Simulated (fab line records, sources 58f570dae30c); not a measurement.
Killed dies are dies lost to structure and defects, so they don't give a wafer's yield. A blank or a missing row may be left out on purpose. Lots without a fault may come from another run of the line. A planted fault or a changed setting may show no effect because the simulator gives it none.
Problem report in the 8D (eight disciplines) form, filled by code | flow berkeley_cmos170 | the parts of the form that need people (team, actions taken, sign-off) are left out

1. THE PROBLEM
PFIELD_OVL at UCB170_PFIELD_OVL_MEAS_06 reads a mean of 179 nm on 12 wafers of 4 lots; wafers without a fault read -1 nm with a standard deviation of 5.3. That is +34 standard deviations from the usual mean.
First seen on wafer L295.2, day 7 08:53, on overlay-02. The record holds 48 wafers of 16 lots with a number at this step. Rule for "out", or "out of limits": more than 4 standard deviations from the usual mean. The other wafers with a number count as sound.

2. WHAT IT IS AND WHAT IT IS NOT
question                    | is                     | is not
which readings at this step | PFIELD_OVL             | -
which lots                  | L293, L294, L295, L296 | L279, L280, L281, L282, L283, L284, L286, L288, L289, L290, L291, L297
which wafers of those lots  | all that have a number | -
read on which gauges        | overlay-02             | overlay-01
when                        | from day 7 08:53       | up to then (33 sound wafers); but 3 sound wafers of L297 came after

3. SUSPECTS, AND WHAT RULES EACH OUT
Counting: a tool at a process step up to the reading stays a suspect if it ran every lot that is out and no sound lot after the first of them.
- the gauge at UCB170_PFIELD_OVL_MEAS_06: kept. All the wafers that are out were read on overlay-02, and no step on other tools shows them out.
- krf_scanner-02 at UCB170_PFIELD_EXPOSE_03 (exposes mask PFIELD, target cd 1500 nm): kept. It ran every lot that is out, first L295 (day 7 08:31), and no sound lot after that; its last sound lot up to then is L291 (day 6 15:29).
Left after counting: krf_scanner-02 at UCB170_PFIELD_EXPOSE_03, overlay-02 at UCB170_PFIELD_OVL_MEAS_06.

4. THE CAUSE (what the simulator had put in)
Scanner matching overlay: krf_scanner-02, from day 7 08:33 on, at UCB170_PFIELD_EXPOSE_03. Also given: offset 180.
Counting left 2 suspects, and this tool is among them.

5. THE CHAIN OF EFFECTS, in route order
Each row: a reading whose mean over the struck wafers that have a number lies more than 3 standard deviations from the usual. Only readings for which the record gives a usual standard deviation are gone through. hours: the time from each lot's start at the first step in this table that gives one to its start at this step, as a median over the lots. sigmas: the change in usual standard deviations.
hours | step                      | reading    | usual | on struck wafers | change | sigmas
0     | UCB170_PFIELD_OVL_MEAS_06 | PFIELD_OVL | -1 nm | 179              | +180   | +34

6. WHAT WOULD HAVE CAUGHT IT SOONER
In this record the first reading out of limits at a measuring or inspecting step was taken at day 7 08:53, 0 hours after the fault began at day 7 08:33.
Of the lots that are out (4), L296 began UCB170_PFIELD_EXPOSE_03 on krf_scanner-02 after day 7 08:53. A hold on the tool at that time would have spared it.
